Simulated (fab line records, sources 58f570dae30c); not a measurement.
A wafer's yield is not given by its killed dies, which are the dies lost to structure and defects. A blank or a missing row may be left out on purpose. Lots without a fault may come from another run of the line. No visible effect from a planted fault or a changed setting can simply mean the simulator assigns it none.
A struck lot beside a sound one    flow berkeley_cmos170    43 out of 331 route steps
Sound: the wafers L125.3, L125.4, L125.5. Struck: wafers L137.1, L137.4, L137.6. The cause comes at the end.
Per side, at each step with rows, come the tool, then ch with its chambers, and then its first start. Under that, the readings that differ: sound wafers    struck wafers    difference of the means    sigmas: that difference in standard deviations of wafers without a fault.
alike: same words and numbers on both sides, and readings whose means sit less than 2 such deviations apart. not compared: any withheld reading, any reading some wafer has no value for, any bound like >300 that may hide the same value, and any number with overlapping values for which the record gives no deviation.
Wherever a step has rows on one side only, a row that says differs or no value, or a row with sigmas, the two part there. Non-overlapping numbers with no deviation appear without sigmas and do not part them. A reading missing from all wafers of one side parts the sides only when that side holds two or more wafers.

first, 1 step without rows for these wafers: UCB170_PFIELD_IMPLANT_07.
UCB170_PFIELD_STRIP_08: strips in O2.
  sound on plasma_asher-01 ch 0,1, day 4 17:00; struck on plasma_asher-03 ch 1, day 7 16:23
  alike: chamber_pressure_mTorr, drypump_motor_current_A, o2_flow_sccm, oes_product_au, strip_time_to_endpoint_s
  not compared: rf_hours_counter_h
UCB170_PFIELD_TW_MEAS_09:
  sound on film_metro-03 at day 4 17:05; struck on film_metro-01 at day 7 16:29
  alike: PFIELD_TW
then, 2 steps without rows for these wafers: UCB170_FIELD_CLEAN_00 (cleans in dHF, time 7.5 s); UCB170_FIELD_OXIDATION_01 (target thk 558.3 nm, ox time 7200 s).
UCB170_FIELD_THK_MEAS_02:
  sound on film_metro-04 at day 5 00:41; struck on film_metro-01 at day 7 23:11
  alike: FIELD_OXIDE_THK
then, 4 steps without rows for these wafers: UCB170_FIELD_ANNEAL_03 (time 1200 s); UCB170_FIELD_WET_ETCH_04 (etches SiO2 in dHF, time 60 s); UCB170_FIELD_WET_ETCH_05 (etches Si3N4 in H3PO4, time 12600 s); UCB170_FIELD_WET_ETCH_06 (etches SiO2 in BOE, time 22 s).
UCB170_FIELD_THK_MEAS_90:
  sound on film_metro-04 at day 5 09:29; struck on film_metro-03 at day 8 07:45
  alike: FIELD_OXIDE_LEFT_1_THK
then, 1 step without rows for these wafers: UCB170_SACOX_CLEAN_00 (cleans in dHF, time 7.5 s).
UCB170_SACOX_OXIDATION_01: target thk 14.4 nm, ox time 2400 s.
  sound on furnace-04 ch 0, day 5 09:48; struck on furnace-04 ch 0, day 8 11:02
  alike: spike_tc_load_C, tube_center_temp_C_max
UCB170_SACOX_THK_MEAS_02:
  sound on film_metro-04 at day 5 11:32; struck on film_metro-02 at day 8 12:43
  alike: SACOX_OXIDE_THK
then, 2 steps without rows for these wafers: UCB170_SCREENOX_WET_ETCH_00 (etches SiO2 in dHF, time 200 s); UCB170_SCREENOX_OXIDATION_01 (target thk 14.4 nm, ox time 2400 s).
UCB170_SCREENOX_THK_MEAS_02:
  sound on film_metro-02 at day 5 19:49; struck on film_metro-04 at day 8 19:49
reading                  sound              struck             difference  sigmas
SCREENOX_OXIDE_THK (nm)  14.01 14.19 14.22  14.90 14.90 14.75  +0.71       +3
then, 7 steps without rows for these wafers: UCB170_SCREENOX_ANNEAL_03 (time 900 s); UCB170_NVT_HMDS_00 (prime time 60 s); UCB170_NVT_COAT_01 (resist thk 910.9 nm); UCB170_NVT_SOFTBAKE_02 (time 60 s); UCB170_NVT_EXPOSE_03 (exposes mask PWELL, target cd 3000 nm); UCB170_NVT_PEB_04; UCB170_NVT_DEVELOP_05 (develop time 45 s).
UCB170_NVT_OVL_MEAS_06:
  sound on overlay-02 at day 6 03:48; struck on overlay-01 at day 9 03:09
reading       sound    struck   difference  sigmas
NVT_OVL (nm)  16 9 16  -9 3 -2  -16         -2
next, for these wafers, 1 step has no rows: UCB170_NVT_IMPLANT_07.
UCB170_NVT_STRIP_08: strips in O2.
  sound on plasma_asher-01 ch 0,1, day 6 04:01; struck on plasma_asher-02 ch 0, day 9 03:20
  alike: chamber_pressure_mTorr, drypump_motor_current_A, o2_flow_sccm, oes_product_au, strip_time_to_endpoint_s
  not compared: rf_hours_counter_h
UCB170_NVT_TW_MEAS_09:
  sound on film_metro-01 at day 6 04:06; struck on film_metro-02 at day 9 03:26
  alike: NVT_TW
then, 7 steps without rows for these wafers: UCB170_NVT_CLEAN_10 (cleans in SPM, time 600 s); UCB170_PVT_HMDS_00 (prime time 60 s); UCB170_PVT_COAT_01 (resist thk 900 nm); UCB170_PVT_SOFTBAKE_02 (time 60 s); UCB170_PVT_EXPOSE_03 (exposes mask NWELL, target cd 3000 nm); UCB170_PVT_PEB_04; UCB170_PVT_DEVELOP_05 (develop time 45 s).
UCB170_PVT_OVL_MEAS_06:
  sound on overlay-01 at day 6 09:06; struck on overlay-02 at day 9 05:34
reading       sound      struck  difference  sigmas
PVT_OVL (nm)  -11 -4 -5  9 6 5   +13         +2
next, for these wafers, 1 step has no rows: UCB170_PVT_IMPLANT_07.
UCB170_PVT_STRIP_08: strips in O2.
  sound on plasma_asher-02 ch 0,1, day 6 09:19; struck on plasma_asher-01 ch 0,1, day 9 05:46
  alike: chamber_pressure_mTorr, drypump_motor_current_A, o2_flow_sccm, oes_product_au, strip_time_to_endpoint_s
  not compared: rf_hours_counter_h
UCB170_PVT_TW_MEAS_09:
  sound on film_metro-03 at day 6 09:24; struck on film_metro-04 at day 9 05:52
  alike: PVT_TW
then, 1 step without rows for these wafers: UCB170_GATE_WET_ETCH_00 (etches SiO2 in dHF, time 200 s).
UCB170_FIELD_THK_MEAS_91:
  sound on film_metro-04 at day 6 09:32; struck on film_metro-01 at day 9 05:59
  alike: FIELD_OXIDE_LEFT_2_THK
then, 1 step without rows for these wafers: UCB170_GATE_OXIDATION_01 (target thk 6.6 nm, ox time 1800 s).
-- the record jumps here: 2 days lie between the struck wafers' starts before and after (it left off in module GATE and takes up again in module M3, whose first step shown is number 331 of the route) --
UCB170_M3_PROBE_99:
  only the struck wafers here have rows in the record (prober-02, day 11 11:40); the sound ones have none

## WHERE THEY PART
At UCB170_SCREENOX_THK_MEAS_02 first; at UCB170_M3_PROBE_99 last (within this record only).

WHY: what the simulator had put in
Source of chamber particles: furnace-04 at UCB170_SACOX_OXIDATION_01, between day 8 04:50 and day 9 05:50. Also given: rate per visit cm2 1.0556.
